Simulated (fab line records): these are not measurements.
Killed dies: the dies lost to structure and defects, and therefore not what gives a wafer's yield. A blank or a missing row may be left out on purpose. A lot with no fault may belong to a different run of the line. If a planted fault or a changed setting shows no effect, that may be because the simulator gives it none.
Problem report in the 8D (eight disciplines) form, filled by code + flow rit cmos + the parts of the form that need people (team, actions taken, sign-off) are left out

== 1. WHAT WENT WRONG ==
PWELL_TW at RIT_PWELL_TW_MEAS_10 reads a mean of 1040 on 6 wafers of 2 lots; wafers without a fault read 954 with a standard deviation of 4.5. Measured from the usual mean, that is +19 standard deviations.
Seen first at day 5 20:14 on film metro-02, wafer L648.2. At this step, 42 wafers from 14 lots have a number in the record. Rule for "out", or "out of limits": more than 4 standard deviations from the usual mean. All remaining wafers that have a number are taken as sound.

== 2. WHAT IT IS, WHAT IT ISN'T ==
| question                    | is                           | is not                                                                    |
|-----------------------------|------------------------------|---------------------------------------------------------------------------|
| which readings at this step | PWELL_TW                     | -                                                                         |
| which lots                  | L648, L652                   | L630, L631, L632, L633, L639, L640, L644, L645, L646, L647, L651, L653    |
| which wafers of those lots  | all that have a number       | -                                                                         |
| read on which gauges        | film metro-01, film metro-02 | film metro-03                                                             |
| when                        | from day 5 20:14             | up to then (30 sound wafers); but 6 sound wafers of L651, L653 came after |

== 3. THE SUSPECTS, EACH WITH WHAT RULES IT OUT ==
Counting: a tool at a process step up to the reading stays a suspect if it ran every lot that is out and no sound lot after the first of them.
- the gauge at RIT_PWELL_TW_MEAS_10: ruled out. The wafers that are out were read on 2 gauges (film metro-01, film metro-02).
- implanter-03 at RIT_PWELL_IMPLANT_08: kept. Every lot that is out went through it, starting with L648 (day 5 19:56), and after that it ran no sound lot; the last sound lot it ran before then is L647 (day 5 13:52). Its own dose ions cm2, faraday current uA readings are out on those wafers.
After counting, what remains is implanter-03 at RIT_PWELL_IMPLANT_08.

== 4. THE CAUSE (what the simulator had put in) ==
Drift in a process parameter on implanter-03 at RIT_PWELL_IMPLANT_08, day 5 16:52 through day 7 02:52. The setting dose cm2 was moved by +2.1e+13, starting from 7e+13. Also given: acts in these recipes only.
Only this tool survived the counting.

== 5. THE EFFECT CHAIN, in route order ==
Rows list readings where the struck wafers' mean (over those with a number) sits beyond 3 standard deviations from the usual. Readings are gone through only where the record gives a usual standard deviation; hours: the median, over the lots, of the time from a lot's start at the first step in this table giving one to that lot's start at this step; sigmas: the change measured in usual standard deviations.
| hours | step                     | reading            | usual        | on struck wafers | change | sigmas      |
|-------|--------------------------|--------------------|--------------|------------------|--------|-------------|
| 0     | RIT_PWELL_IMPLANT_08     | dose ions cm2      | 7e+13        | 9e+13            | +2e+13 | +99 or more |
| 0     | RIT_PWELL_IMPLANT_08     | faraday current uA | 222          | 290              | +68    | +14         |
| 0     | RIT_PWELL_TW_MEAS_10     | PWELL_TW           | 954          | 1040             | +86    | +19         |
| 6     | RIT_WELLDRIVE_RS_MEAS_02 | PWELL_RS           | 429.7 ohm/sq | 364.9            | -64.8  | -65         |
Process steps it contains:
- RIT_PWELL_IMPLANT_08

== 6. WHAT WOULD HAVE CAUGHT IT SOONER ==
In this record the first reading out of limits at a measuring or inspecting step was taken at day 5 20:14, 3 hours after the fault began at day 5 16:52.
The tool's own readings at RIT_PWELL_IMPLANT_08 were out on every struck wafer that the step has a row for (dose ions cm2, faraday current uA): an alarm limit on them would have fired on the first of those.
Of the lots that are out (2), L652 began RIT_PWELL_IMPLANT_08 on implanter-03 after day 5 20:14. A tool hold placed at that time would have kept it from harm.
